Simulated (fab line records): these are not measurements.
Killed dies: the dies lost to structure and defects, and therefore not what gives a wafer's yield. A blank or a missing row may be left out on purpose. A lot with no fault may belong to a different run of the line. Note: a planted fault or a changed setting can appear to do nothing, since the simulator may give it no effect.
The tool behind it: which one? | flow berkeley-cmos170 | 72 wafers from 24 lots sampled at 6 of the route's 331 steps

== WHAT THE GAUGES SHOWED, per wafer ==
UCB170_START_BOW_MEAS_00. Usual: for INCOMING_BOW the level is 0 um and the standard deviation is 6.8.
lot  | measured    | on            | INCOMING_BOW (um) | flag
L074 | day 1 10:01 | film-metro-01 | -2 -5 -2          |
L075 | day 1 15:04 | film-metro-03 | -4 -2 -5          |
L076 | day 1 20:00 | film-metro-01 | 5 -3 7            |
L077 | day 2 01:00 | film-metro-03 | -3 -3 -2          |
L078 | day 2 06:02 | film-metro-02 | 11 -3 -4          |
L079 | day 2 11:00 | film-metro-03 | -9 -4 -15         |
L080 | day 2 16:00 | film-metro-01 | -11 -2 17         |
L081 | day 2 21:00 | film-metro-01 | -3 2 3            |
L082 | day 3 02:01 | film-metro-03 | 4 7 2             |
L083 | day 3 07:04 | film-metro-02 | 2 -4 -7           |
L084 | day 3 12:02 | film-metro-03 | -2 -9 3           |
L085 | day 3 17:02 | film-metro-02 | -10 1 -2          |
L086 | day 3 22:00 | film-metro-02 | 3 0 -1            |
L087 | day 4 03:01 | film-metro-01 | 4 -4 2            |
L088 | day 4 08:01 | film-metro-03 | -12 1 -2          |
L089 | day 4 13:00 | film-metro-02 | -10 1 -7          |
L090 | day 4 18:00 | film-metro-02 | 4 6 -10           |
L091 | day 4 23:02 | film-metro-02 | -7 -10 12         |
L092 | day 5 04:02 | film-metro-02 | -4 10 -9          |
L093 | day 5 09:00 | film-metro-02 | -15 -4 -9         |
L094 | day 5 14:00 | film-metro-02 | -7 9 2            |
L095 | day 5 19:01 | film-metro-02 | 1 -1 3            |
L096 | day 6 00:04 | film-metro-01 | 7 -1 8            |
L097 | day 6 05:00 | film-metro-01 | -2 5 -13          |

UCB170_PWELL_THK_MEAS_06. Usual: for PWELL_NITRIDE_THK the level is 220.6 nm and the standard deviation is 1.5.
lot  | measured    | on            | PWELL_NITRIDE_THK (nm) | flag
L074 | day 3 18:11 | film-metro-01 | 220.0 220.5 222.8      |
L075 | day 3 18:12 | film-metro-02 | 217.4 217.1 216.7      |
L076 | day 4 05:25 | film-metro-02 | 220.1 219.3 219.2      |
L077 | day 4 05:25 | film-metro-01 | 220.0 219.8 220.6      |
L078 | day 4 12:28 | film-metro-02 | 221.9 220.3 220.9      |
L079 | day 4 12:27 | film-metro-01 | 219.3 221.2 220.3      |
L080 | day 4 12:24 | film-metro-04 | 221.9 222.4 222.5      |
L081 | day 4 21:08 | film-metro-02 | 218.5 220.1 220.1      |
L082 | day 4 21:09 | film-metro-04 | 221.6 219.4 219.9      |
L083 | day 4 21:10 | film-metro-01 | 222.3 219.8 220.8      |
L084 | day 5 13:28 | film-metro-02 | 219.0 219.5 219.3      |
L085 | day 5 13:28 | film-metro-01 | 221.7 221.2 222.0      |
L086 | day 5 22:46 | film-metro-02 | 219.6 221.4 220.6      |
L087 | day 5 22:46 | film-metro-01 | 219.1 218.0 218.2      |
L088 | day 6 10:49 | film-metro-01 | 222.1 221.8 222.5      |
L089 | day 6 10:48 | film-metro-02 | 220.8 220.5 220.3      |
L090 | day 6 15:53 | film-metro-04 | 222.4 223.8 223.9      |
L091 | day 6 22:32 | film-metro-04 | 220.1 219.0 221.3      |
L092 | day 6 22:32 | film-metro-02 | 219.6 220.0 219.4      |
L093 | day 7 11:46 | film-metro-01 | 218.9 219.0 217.4      |
L094 | day 7 11:46 | film-metro-04 | 220.7 221.1 224.3      |
L095 | day 7 11:47 | film-metro-02 | 221.8 220.8 222.3      |
L096 | day 7 20:32 | film-metro-01 | 220.7 221.4 221.5      |
L097 | day 7 20:30 | film-metro-02 | 220.9 220.8 221.7      |

UCB170_PVT_OVL_MEAS_06. Usual: for PVT_OVL the level is 3 nm and the standard deviation is 3.9.
lot  | measured     | on         | PVT_OVL (nm) | flag
L074 | day 6 22:13  | overlay-01 | -3 -1 -6     |
L075 | day 6 21:57  | overlay-02 | 2 3 4        |
L076 | day 7 12:14  | overlay-01 | 3 1 -1       |
L077 | day 7 14:08  | overlay-01 | -4 1 0       |
L078 | day 7 13:03  | overlay-01 | 3 -2 2       |
L079 | day 7 13:52  | overlay-02 | 0 6 2        |
L080 | day 7 13:46  | overlay-01 | 6 2 6        |
L081 | day 8 02:27  | overlay-02 | 7 -3 2       |
L082 | day 8 02:44  | overlay-01 | 4 6 -1       |
L083 | day 8 03:11  | overlay-02 | 3 2 1        |
L084 | day 8 12:17  | overlay-01 | -1 3 3       |
L085 | day 8 12:18  | overlay-02 | 11 5 9       |
L086 | day 8 21:15  | overlay-01 | 6 3 5        |
L087 | day 8 21:32  | overlay-01 | 5 7 4        |
L088 | day 9 18:11  | overlay-02 | 0 2 5        |
L089 | day 9 17:55  | overlay-01 | -1 0 8       |
L090 | day 9 18:01  | overlay-01 | 2 1 10       |
L091 | day 9 20:50  | overlay-02 | -2 1 4       |
L092 | day 9 20:49  | overlay-01 | 1 8 3        |
L093 | day 10 17:07 | overlay-01 | 3 2 1        |
L094 | day 10 17:23 | overlay-02 | 11 3 0       |
L095 | day 10 17:19 | overlay-01 | 4 5 6        |
L096 | day 11 01:46 | overlay-01 | 1 -3 1       |
L097 | day 11 02:17 | overlay-01 | -1 5 6       |

UCB170_GATE_CD_MEAS_12: target cd 350 nm. Usual: cd-nm at 350.3 nm, with a standard deviation of 1.6.
lot  | measured     | on        | cd-nm (nm)        | flag
L074 | day 7 11:08  | cd-sem-02 | 351.8 351.9 352.2 |
L075 | day 7 11:42  | cd-sem-02 | 349.0 350.6 349.8 |
L076 | day 8 03:22  | cd-sem-02 | 349.5 349.7 348.6 |
L077 | day 8 04:05  | cd-sem-02 | 351.3 351.1 350.1 |
L078 | day 8 03:17  | cd-sem-02 | 346.9 347.1 346.4 |
L079 | day 8 03:29  | cd-sem-02 | 348.8 350.2 351.6 |
L080 | day 8 03:51  | cd-sem-02 | 350.4 349.4 350.4 |
L081 | day 8 18:13  | cd-sem-02 | 352.1 351.7 352.4 |
L082 | day 8 18:43  | cd-sem-02 | 351.9 350.3 349.7 |
L083 | day 8 18:38  | cd-sem-02 | 350.0 350.7 350.8 |
L084 | day 9 02:14  | cd-sem-02 | 352.3 352.1 352.9 |
L085 | day 9 01:52  | cd-sem-02 | 349.1 349.1 349.5 |
L086 | day 9 10:01  | cd-sem-02 | 348.1 347.5 348.4 |
L087 | day 9 10:31  | cd-sem-02 | 348.4 349.4 350.6 |
L088 | day 10 08:41 | cd-sem-01 | 352.2 351.3 350.7 |
L089 | day 10 08:32 | cd-sem-01 | 350.0 348.1 349.4 |
L090 | day 10 08:56 | cd-sem-01 | 351.7 352.5 350.8 |
L091 | day 10 08:52 | cd-sem-01 | 349.0 349.5 349.7 |
L092 | day 10 09:06 | cd-sem-01 | 351.3 349.1 349.8 |
L093 | day 11 10:08 | cd-sem-02 | 350.6 349.0 349.9 |
L094 | day 11 10:38 | cd-sem-01 | 350.7 350.9 350.2 |
L095 | day 11 10:26 | cd-sem-01 | 349.1 350.4 349.3 |
L096 | day 11 18:48 | cd-sem-01 | 352.9 351.6 352.7 |
L097 | day 11 19:01 | cd-sem-01 | 351.3 350.6 352.0 |

== EACH LOT AND THE TOOL THAT RAN IT (in order: tool; ch and the chambers of the sampled wafers; start) ==
lot  | UCB170_ZERO_ETCH_06               | UCB170_ACTIVE_ETCH_15
L074 | rie-diel-03 ch 1,2,3, day 2 05:49 | rie-diel-02 ch 0,2, day 5 09:13
L075 | rie-diel-02 ch 0,1,3, day 2 06:04 | rie-diel-04 ch 0,3, day 5 08:58
L076 | rie-diel-03 ch 1,2, day 2 21:19   | rie-diel-03 ch 1,2, day 5 17:56
L077 | rie-diel-01 ch 1,2,3, day 2 21:34 | rie-diel-02 ch 0,1, day 5 18:12
L078 | rie-diel-03 ch 1,2, day 3 04:08   | rie-diel-04 ch 2,3, day 5 18:38
L079 | rie-diel-02 ch 0,3, day 3 04:22   | rie-diel-03 ch 1,2,3, day 5 18:20
L080 | rie-diel-03 ch 0,1,2, day 3 04:37 | rie-diel-04 ch 1,2,3, day 5 18:03
L081 | rie-diel-01 ch 2,3, day 3 08:52   | rie-diel-04 ch 0,1,2, day 6 12:26
L082 | rie-diel-01 ch 0,1,2, day 3 14:50 | rie-diel-02 ch 0,3, day 6 12:04
L083 | rie-diel-01 ch 0,1,2, day 3 15:15 | rie-diel-04 ch 0,1, day 6 11:42
L084 | rie-diel-01 ch 1,2,3, day 4 00:38 | rie-diel-02 ch 0,1, day 6 22:46
L085 | rie-diel-03 ch 0,1,2, day 4 03:40 | rie-diel-03 ch 1,2,3, day 6 23:00
L086 | rie-diel-01 ch 0,2,3, day 4 10:07 | rie-diel-03 ch 0,2,3, day 7 07:15
L087 | rie-diel-02 ch 0,2, day 4 15:55   | rie-diel-02 ch 0,1,3, day 7 06:56
L088 | rie-diel-02 ch 0,2,3, day 4 22:48 | rie-diel-03 ch 1,2,3, day 7 21:59
L089 | rie-diel-01 ch 0,2,3, day 4 22:32 | rie-diel-04 ch 1,2,3, day 7 22:06
L090 | rie-diel-03 ch 0,1,3, day 5 06:07 | rie-diel-02 ch 2,3, day 7 22:15
L091 | rie-diel-03 ch 0,1,2, day 5 13:19 | rie-diel-02 ch 0,1,3, day 8 12:43
L092 | rie-diel-01 ch 1,2,3, day 5 13:20 | rie-diel-03 ch 0,3, day 8 12:52
L093 | rie-diel-01 ch 2,3, day 5 23:04   | rie-diel-04 ch 0,1,3, day 9 01:12
L094 | rie-diel-03 ch 1,2, day 6 06:31   | rie-diel-03 ch 0,1,3, day 9 01:45
L095 | rie-diel-02 ch 0,1,3, day 6 06:23 | rie-diel-03 ch 1,2,3, day 9 00:56
L096 | rie-diel-01 ch 0,2,3, day 6 14:23 | rie-diel-02 ch 0,1,3, day 9 09:34
L097 | rie-diel-03 ch 0,2,3, day 6 14:14 | rie-diel-04 ch 0,1,2, day 9 09:41
- UCB170_ZERO_ETCH_06: etches SiO2 in CHF3/CF4/Ar, time 12 s.
- UCB170_ACTIVE_ETCH_15: etches Si3N4 in CH3F/Ar/O2, stops on SiO2, target depth 242 nm, time 151 s.

== WHAT THE TOOLS THEMSELVES READ (means of the sampled wafers that have a number; where no wafer has one, the mark that the record gives instead) ==
UCB170_ZERO_ETCH_06. Usual: drypump-motor-current-A 5.7 A, standard deviation 0.42; oes-product-au 0.615 a.u., standard deviation 0.012; throttle-valve-pct 9.23 %, standard deviation 0.14.
lot  | tool        | drypump-motor-current-A (A) | oes-product-au (a.u.) | throttle-valve-pct (%) | flag
L074 | rie-diel-03 | 5.9                         | 0.620                 | 9.24                   |
L075 | rie-diel-02 | 5.6                         | 0.617                 | 9.30                   |
L076 | rie-diel-03 | 5.6                         | 0.616                 | 9.18                   |
L077 | rie-diel-01 | 6.0                         | 0.609                 | 9.13                   |
L078 | rie-diel-03 | 5.5                         | 0.614                 | 9.12                   |
L079 | rie-diel-02 | 5.3                         | 0.616                 | 9.35                   |
L080 | rie-diel-03 | 5.4                         | 0.608                 | 9.26                   |
L081 | rie-diel-01 | 5.9                         | 0.598                 | 9.19                   |
L082 | rie-diel-01 | 5.8                         | 0.611                 | 9.13                   |
L083 | rie-diel-01 | 5.8                         | 0.618                 | 9.13                   |
L084 | rie-diel-01 | 5.9                         | 0.614                 | 9.14                   |
L085 | rie-diel-03 | 5.4                         | 0.619                 | 9.25                   |
L086 | rie-diel-01 | 5.7                         | 0.603                 | 9.17                   |
L087 | rie-diel-02 | 5.8                         | 0.606                 | 9.36                   |
L088 | rie-diel-02 | 5.7                         | 0.615                 | 9.29                   |
L089 | rie-diel-01 | 5.7                         | 0.605                 | 9.17                   |
L090 | rie-diel-03 | 5.7                         | 0.621                 | 9.32                   |
L091 | rie-diel-03 | 5.4                         | 0.617                 | 9.26                   |
L092 | rie-diel-01 | 5.9                         | 0.611                 | 9.13                   |
L093 | rie-diel-01 | 5.9                         | 0.605                 | 9.18                   |
L094 | rie-diel-03 | 5.6                         | 0.622                 | 9.19                   |
L095 | rie-diel-02 | 5.6                         | 0.627                 | 9.29                   |
L096 | rie-diel-01 | 5.7                         | 0.604                 | 9.17                   |
L097 | rie-diel-03 | 5.7                         | 0.623                 | 9.39                   |

UCB170_ACTIVE_ETCH_15. Usual: drypump-motor-current-A 5.7 A, standard deviation 0.44; oes-product-au 0.945 a.u., standard deviation 0.017; throttle-valve-pct 8.09 %, standard deviation 0.12.
lot  | tool        | drypump-motor-current-A (A) | oes-product-au (a.u.) | throttle-valve-pct (%) | flag
L074 | rie-diel-02 | 5.8                         | 0.925                 | 8.17                   |
L075 | rie-diel-04 | 5.7                         | 0.951                 | 8.12                   |
L076 | rie-diel-03 | 5.6                         | 0.939                 | 8.00                   |
L077 | rie-diel-02 | 5.3                         | 0.945                 | 8.21                   |
L078 | rie-diel-04 | 5.3                         | 0.939                 | 8.09                   |
L079 | rie-diel-03 | 5.9                         | 0.938                 | 8.07                   |
L080 | rie-diel-04 | 5.5                         | 0.950                 | 8.03                   |
L081 | rie-diel-04 | 5.7                         | 0.937                 | 8.08                   |
L082 | rie-diel-02 | 5.3                         | 0.928                 | 8.16                   |
L083 | rie-diel-04 | 5.8                         | 0.959                 | 8.09                   |
L084 | rie-diel-02 | 5.5                         | 0.953                 | 8.16                   |
L085 | rie-diel-03 | 5.9                         | 0.945                 | 8.06                   |
L086 | rie-diel-03 | 5.7                         | 0.951                 | 8.17                   |
L087 | rie-diel-02 | 5.6                         | 0.942                 | 8.11                   |
L088 | rie-diel-03 | 5.9                         | 0.943                 | 8.07                   |
L089 | rie-diel-04 | 5.5                         | 0.942                 | 8.04                   |
L090 | rie-diel-02 | 6.1                         | 0.931                 | 8.06                   |
L091 | rie-diel-02 | 5.6                         | 0.953                 | 8.11                   |
L092 | rie-diel-03 | 6.0                         | 0.952                 | 8.23                   |
L093 | rie-diel-04 | 5.7                         | 0.958                 | 8.03                   |
L094 | rie-diel-03 | 5.7                         | 0.950                 | 8.12                   |
L095 | rie-diel-03 | 5.9                         | 0.954                 | 8.05                   |
L096 | rie-diel-02 | 5.6                         | 0.949                 | 8.12                   |
L097 | rie-diel-04 | 5.7                         | 0.961                 | 8.07                   |

== THE ANSWER, worked out from the rows above alone ==
Rule: a lot counts as off when the mean over its wafers that have a number is more than 3 standard deviations away from the usual mean. Also off: a lot with no number at a reading for which 4 or more lots have one. Any other lot the step has rows for is counted as sound. The gauges are gone through in route order, then the tools' own readings, and for those a lot's mean is taken as printed above. At the first step where some lot is off, the reading lying furthest off is the one used; lots without a number count as furthest.
None of the lots is off at any reading shown; this tells nothing.

== WHAT THE SIMULATOR PUT IN ==
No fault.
